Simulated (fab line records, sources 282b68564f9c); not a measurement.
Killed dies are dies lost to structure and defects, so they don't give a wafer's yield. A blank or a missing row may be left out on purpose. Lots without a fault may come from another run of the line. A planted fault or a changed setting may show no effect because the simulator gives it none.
Split-lot experiment | flow rit_cmos | 5 lots, 23 wafers read, on a route of 202 steps

THE SPLIT
At RIT_ACTIVE_CLEAN_15 (cleans in SC1, time 600 s), the setting time_s was moved away from the recipe's 600 s on 20 of the 23 wafers read, by -9.2% to +12.7%. The other wafers ran this setting at the recipe's value.

The reading is taken at the split's own step.

THE READING
Si3N4_of_ACTIVE_CVD_03.thk_nm (the simulator's own value, which no gauge read), in nm, at RIT_ACTIVE_CLEAN_15 (cleans in SC1, time 600 s). The file gives no usual value for it. The 3 wafers here that ran the recipe average 148.4 nm, standard deviation 0.24 nm.

wafer  | tool, chamber at the split | time_s as run, s | against the recipe | Si3N4_of_ACTIVE_CVD_03.thk_nm, nm | against lot-mates on the recipe
L076.1 | -, -                       | 545              | -9.2%              | 144.7                             | no lot-mate on the recipe
L076.2 | -, -                       | 545              | -9.2%              | 142.7                             | no lot-mate on the recipe
L076.3 | -, -                       | 545              | -9.2%              | 143.9                             | no lot-mate on the recipe
L076.4 | -, -                       | 545              | -9.2%              | 143.8                             | no lot-mate on the recipe
L076.6 | -, -                       | 545              | -9.2%              | 143.2                             | no lot-mate on the recipe
L078.3 | wet_bench-04, 2            | 600              | recipe             | 148.1                             | -
L078.5 | wet_bench-04, 2            | 600              | recipe             | 148.4                             | -
L078.6 | wet_bench-04, 2            | 600              | recipe             | 148.7                             | -
L081.1 | -, -                       | 676.2            | +12.7%             | 148.8                             | no lot-mate on the recipe
L081.3 | -, -                       | 676.2            | +12.7%             | 149.9                             | no lot-mate on the recipe
L081.5 | -, -                       | 676.2            | +12.7%             | 149.9                             | no lot-mate on the recipe
L081.4 | -, -                       | 676.2            | +12.7%             | 150.1                             | no lot-mate on the recipe
L081.6 | -, -                       | 676.2            | +12.7%             | 150                               | no lot-mate on the recipe
L083.2 | -, -                       | 655.3            | +9.2%              | 149.1                             | no lot-mate on the recipe
L083.3 | -, -                       | 655.3            | +9.2%              | 150.1                             | no lot-mate on the recipe
L083.4 | -, -                       | 655.3            | +9.2%              | 148.2                             | no lot-mate on the recipe
L083.5 | -, -                       | 655.3            | +9.2%              | 148.4                             | no lot-mate on the recipe
L083.6 | -, -                       | 655.3            | +9.2%              | 148.3                             | no lot-mate on the recipe
L084.1 | -, -                       | 634.5            | +5.8%              | 146.1                             | no lot-mate on the recipe
L084.3 | -, -                       | 634.5            | +5.8%              | 146.5                             | no lot-mate on the recipe
L084.4 | -, -                       | 634.5            | +5.8%              | 145.9                             | no lot-mate on the recipe
L084.5 | -, -                       | 634.5            | +5.8%              | 145.5                             | no lot-mate on the recipe
L084.6 | -, -                       | 634.5            | +5.8%              | 146.3                             | no lot-mate on the recipe

THE FIT
A straight line over all 23 wafers: Si3N4_of_ACTIVE_CVD_03.thk_nm changes by +0.25 nm for each +1% of time_s; r = +0.85; the points scatter about the line by 1.3 nm.
Too few moved wafers have a lot-mate on the recipe to fit a line with each lot's own level taken away.

THE FILE'S OWN FIT
Si3N4_of_ACTIVE_CVD_03.thk_nm changes by +0.251 nm for each +1% of time_s, r = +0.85.
